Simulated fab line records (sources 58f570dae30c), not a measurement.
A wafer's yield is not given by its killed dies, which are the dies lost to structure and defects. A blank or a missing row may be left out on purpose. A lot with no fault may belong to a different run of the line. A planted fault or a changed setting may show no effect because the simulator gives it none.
A single fault, viewed from 2 desks ; flow berkeley cmos170 ; each desk holds nothing but its own numbers, with what lay behind them at the end

== AT THE TOOL OWNER'S DESK: rie si-02 ==
The tool's own readings at UCB170_GATE_ETCH_15 (etches poly-Si in HBr/Cl2, stops on SiO2, time 56.3 s, target depth 278.2 nm): means of the sampled wafers that have a number, for each lot that ran on this tool. If a lot's mean is further than 4 standard deviations from the usual mean, the lot is out of limits and carries the mark OUT (the distance appears in the brackets).
Columns: A = HBr_flow_sccm at UCB170_GATE_ETCH_15, usual 150.0 sccm; B = bias w at UCB170_GATE_ETCH_15, usual 150.0 W; C = drypump motor current A at UCB170_GATE_ETCH_15, usual 6.1 A; D = oes product au at UCB170_GATE_ETCH_15, usual 0.831 a.u.; E = throttle valve pct at UCB170_GATE_ETCH_15, usual 26.38 %
lot;first seen here;A;B;C;D;E
L622;day 8 06:06;150.1;149.3;6.6;0.836;26.21
L624;day 8 12:54;150.4;150.1;5.7;0.790;26.46
L627;day 9 02:11;149.8;149.9;6.0;0.792;26.43
Finding of this desk: none of the 3 lots has anything out of limits.

== METROLOGY DESK ==
What the gauges read, lot by lot, whatever tool the lot ran on: means of the sampled wafers that have a number. If a lot's mean is further than 4 standard deviations from the usual mean, the lot is out of limits and carries the mark OUT (the distance appears in the brackets).
Columns: A = GATE_POLY_THK at UCB170_GATE_THK_MEAS_05, usual 213.8 nm; B = cd nm at UCB170_GATE_CD_MEAS_12, usual 349.8 nm; C = GATE_OVL at UCB170_GATE_OVL_MEAS_13, usual 2 nm
lot;first seen here;A;B;C
L617;day 6 17:27;213.7;348.7;-4
L622;day 8 05:00;213.4;347.8;8
L624;day 8 11:31;211.9;349.4;7
L625;day 9 00:59;212.7;350.1;-5
L627;day 9 00:59;214.2;349.0;3
L635;day 10 16:40;216.6;349.7;2
Finding of this desk: none of the 6 lots has anything out of limits.

== BROUGHT TOGETHER ==
The tool owner's desk saw nothing out of limits.
Nothing out of limits was seen by the metrology desk.

== WHAT THE SIMULATOR HAD INSERTED ==
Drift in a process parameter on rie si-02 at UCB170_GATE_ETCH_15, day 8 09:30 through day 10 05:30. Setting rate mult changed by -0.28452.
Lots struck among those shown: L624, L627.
